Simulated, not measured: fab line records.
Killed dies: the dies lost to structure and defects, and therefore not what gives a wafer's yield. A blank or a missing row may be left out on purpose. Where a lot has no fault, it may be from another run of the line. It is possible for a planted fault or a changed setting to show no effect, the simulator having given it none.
Struck lot and sound lot, side by side :: flow berkeleyCmos170 :: 14 steps out of a route of 331
Sound: wafers L464.2, L464.3, L464.5. Wafers L472.2, L472.5, L472.6 were the ones struck. Last of all comes the cause.
Per side, at each step with rows, come the tool, then ch with its chambers, and then its first start. Under that, the readings that differ: sound wafers :: struck wafers :: difference of the means :: sigmas: that difference in standard deviations of wafers without a fault.
alike: readings whose means differ by less than 2 such deviations, and words and numbers that are the same on both sides. not compared: withheld readings, readings that some wafer has no value for, bounds like >300 that may hide the same value, and numbers for which the record gives no deviation and whose values overlap.
Wherever a step has rows on one side only, a row that says differs or no value, or a row with sigmas, the two part there. Numbers that don't overlap but have no deviation are shown without sigmas and don't part them. Lack of a reading on every wafer of one side parts them only where that side has two or more wafers.

first, 4 steps without rows for these wafers: UCB170_ZERO_SOFTBAKE_02 (time 60 s); UCB170_ZERO_EXPOSE_03 (exposes mask PM MARKS, target cd 4000 nm); UCB170_ZERO_PEB_04; UCB170_ZERO_DEVELOP_05 (develop time 45 s).
UCB170_ZERO_ETCH_06: etches SiO2 in CHF3/CF4/Ar, time 12 s.
  sound on rieDiel-03 ch 1,2,3, day 2 03:52; struck on rieDiel-04 ch 0,3, day 3 16:48
  alike: drypumpMotorCurrentA, oesProductAu, throttleValvePct
  not compared: rfHoursCounterH
UCB170_ZERO_STRIP_07: strips in O2.
  sound on plasmaAsher-04 ch 0,1, day 2 03:53; struck on plasmaAsher-03 ch 0,1, day 3 16:50
  alike: drypumpMotorCurrentA, oesProductAu, stripTimeToEndpointS
  not compared: rfHoursCounterH
then, 2 steps without rows for these wafers: UCB170_NWELL_WET_ETCH_00 (etches SiO2 in dHF, time 200 s); UCB170_NWELL_OXIDATION_01 (target thk 26.4 nm, ox time 1260 s).
UCB170_NWELL_THK_MEAS_02:
  sound on filmMetro-01, day 2 12:27; struck on filmMetro-02, day 3 19:28
reading: NWELL_OXIDE_THK (nm)
sound: 26.7 27.1 26.8
struck: 25.7 25.8 25.9
difference: -1.1
sigmas: -2
then, 2 steps without rows for these wafers: UCB170_NWELL_ANNEAL_03 (time 900 s); UCB170_NWELL_CVD_04 (deposits Si3N4 from SiH2Cl2/NH3, target thk 224 nm, time 3360 s).
UCB170_NWELL_THK_MEAS_05:
  sound on filmMetro-03, day 2 19:58; struck on filmMetro-03, day 4 01:29
  alike: NWELL_NITRIDE_THK
UCB170_NWELL_HMDS_06: prime time 60 s.
  sound on lithoTrack-02 ch 0, day 2 20:22; struck on lithoTrack-02 ch 0, day 4 01:45
reading: primeTempC (C)
sound: 100.11 100.09 100.06
struck: 97.00 97.02 96.86
difference: -3.13
sigmas: -24
  alike: chillPlateTempC
then, 1 step without rows for these wafers: UCB170_NWELL_COAT_07 (resist thk 900 nm).

WHERE THEY PART
At UCB170_NWELL_THK_MEAS_02 first; at UCB170_NWELL_HMDS_06 last (within this record only).

WHY: what the simulator had put in
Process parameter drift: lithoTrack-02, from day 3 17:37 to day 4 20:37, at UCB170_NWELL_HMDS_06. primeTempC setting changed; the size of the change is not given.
